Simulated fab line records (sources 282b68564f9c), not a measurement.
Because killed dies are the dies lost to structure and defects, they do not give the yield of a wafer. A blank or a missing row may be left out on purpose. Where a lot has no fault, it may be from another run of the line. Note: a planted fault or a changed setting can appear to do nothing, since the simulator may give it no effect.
Split-lot experiment | flow ritCmos | 23 wafers read across 5 lots, on a route 202 steps long

SPLIT DETAILS
At RIT_CONTACT_COAT_03 (resist thk 1000 nm), the setting spinRpm was moved away from the recipe's 3250 rpm on 8 of the 23 wafers read, by -6.1% to +3.9%. This setting was run at the recipe's value on the other wafers.

FROM THE SPLIT TO THE READING: what the file shows between them, 3 steps
- RIT_CONTACT_SOFTBAKE_04: time 60 s
- RIT_CONTACT_EXPOSE_05: exposes mask M11, target cd 1000 nm
- RIT_CONTACT_HARDBAKE_10: time 60 s

THE READING
NOVOLAK_of_CONTACT_COAT_03.thkNm (the simulator's own value, which no gauge read), in nm, at RIT_CONTACT_ETCH_11 (etches SiO2 in CHF3/CF4/Ar, stops on TiSi2, target depth 480 nm, time 320 s). The file gives no usual value for it. The 15 wafers here that ran the recipe average 770.9 nm, standard deviation 3 nm.

wafer  | tool, chamber at the split | spinRpm as run, rpm | against the recipe | NOVOLAK_of_CONTACT_COAT_03.thkNm, nm | against lot-mates on the recipe
L078.1 | lithoTrack-03, 0           | 3250                | recipe             | 767.7                                | -
L078.2 | lithoTrack-03, 0           | 3250                | recipe             | 770                                  | -
L078.3 | lithoTrack-03, 0           | 3250                | recipe             | 772.3                                | -
L078.4 | lithoTrack-03, 0           | 3250                | recipe             | 771.6                                | -
L078.5 | lithoTrack-03, 0           | 3250                | recipe             | 771.5                                | -
L079.1 | lithoTrack-01, 0           | 3250                | recipe             | 771.4                                | -
L079.2 | lithoTrack-01, 0           | 3376                | +3.9%              | 756                                  | -18.1
L079.3 | lithoTrack-01, 0           | 3250                | recipe             | 775.5                                | -
L079.4 | lithoTrack-01, 0           | 3250                | recipe             | 775.4                                | -
L079.5 | lithoTrack-01, 0           | 3376                | +3.9%              | 757.4                                | -16.7
L080.1 | lithoTrack-04, 0           | 3096                | -4.7%              | 793.8                                | +22.7
L080.3 | lithoTrack-04, 0           | 3096                | -4.7%              | 795                                  | +23.9
L080.4 | lithoTrack-04, 0           | 3250                | recipe             | 772.2                                | -
L080.5 | lithoTrack-04, 0           | 3096                | -4.7%              | 790                                  | +18.9
L080.6 | lithoTrack-04, 0           | 3250                | recipe             | 770                                  | -
L083.1 | lithoTrack-03, 0           | 3250                | recipe             | 772.2                                | -
L083.2 | lithoTrack-03, 0           | 3051                | -6.1%              | 798.7                                | +25.4
L083.3 | lithoTrack-03, 0           | 3250                | recipe             | 774.5                                | -
L083.4 | lithoTrack-03, 0           | 3051                | -6.1%              | 799                                  | +25.6
L083.5 | lithoTrack-03, 0           | 3051                | -6.1%              | 801.2                                | +27.9
L085.1 | lithoTrack-03, 0           | 3250                | recipe             | 767.1                                | -
L085.5 | lithoTrack-03, 0           | 3250                | recipe             | 766.2                                | -
L085.6 | lithoTrack-03, 0           | 3250                | recipe             | 765.9                                | -

FIT RESULTS
A straight line over all 23 wafers: NOVOLAK_of_CONTACT_COAT_03.thkNm changes by -4.46 nm for each +1% of spinRpm; r = -0.98; the points scatter about the line by 2.9 nm.
The same after taking each lot's own level away (the mean of its wafers on the recipe; 23 wafers): -4.42 nm for each +1%; r = -0.99; scatter 1.6 nm.
That fit puts the effect of the largest move of spinRpm on the reading at 27 nm.
From 766.40 to 774.10 nm: that is the span of the lots' own levels, equal to 2.6 times the standard deviation above.
The two slopes agree, so the slope changes little with the lot-to-lot level.
Check: for one of the wafers moved furthest among these (-6.1%), held out of the fit, the line's prediction against its lot-mates is +27.5 nm. Against them it came out at +25.4 nm.

OTHER SPLITS APPLIED TO THESE WAFERS
These wafers also went through other splits before the reading. Each is held against what the fit with the lots' levels taken away leaves over:
other split on the same wafers | wafers away from the commonest value | r with NOVOLAK_of_CONTACT_COAT_03.thkNm (lot level and that fit taken away)
RIT_PSD_COAT_01 resistThkNm    | 7                                    | +0.13
RIT_SILICIDE_SPUTTER_01 timeS  | 9                                    | +0.20
RIT_CONTACT_CVD_00 timeS       | 4                                    | +0.20

THE WHOLE CHAIN: every reading that the file lists as answering this split, in the file's order
step                    | what it does                                                                | reading                                                                           | change (the file's fit)              | r (the file's)
RIT_CONTACT_COAT_03     | resist thk 1000 nm                                                          | NOVOLAK_of_CONTACT_COAT_03.thkNm (the simulator's own value, which no gauge read) | -5.11 nm for each +1% of the setting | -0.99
RIT_CONTACT_HARDBAKE_10 | time 60 s                                                                   | NOVOLAK_of_CONTACT_COAT_03.thkNm (the simulator's own value, which no gauge read) | -4.47 nm for each +1% of the setting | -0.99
RIT_CONTACT_ETCH_11     | etches SiO2 in CHF3/CF4/Ar, stops on TiSi2, target depth 480 nm, time 320 s | NOVOLAK_of_CONTACT_COAT_03.thkNm (the simulator's own value, which no gauge read) | -4.43 nm for each +1% of the setting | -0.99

FILE'S OWN FIT
NOVOLAK_of_CONTACT_COAT_03.thkNm changes by -4.43 nm for each +1% of spinRpm, r = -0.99.
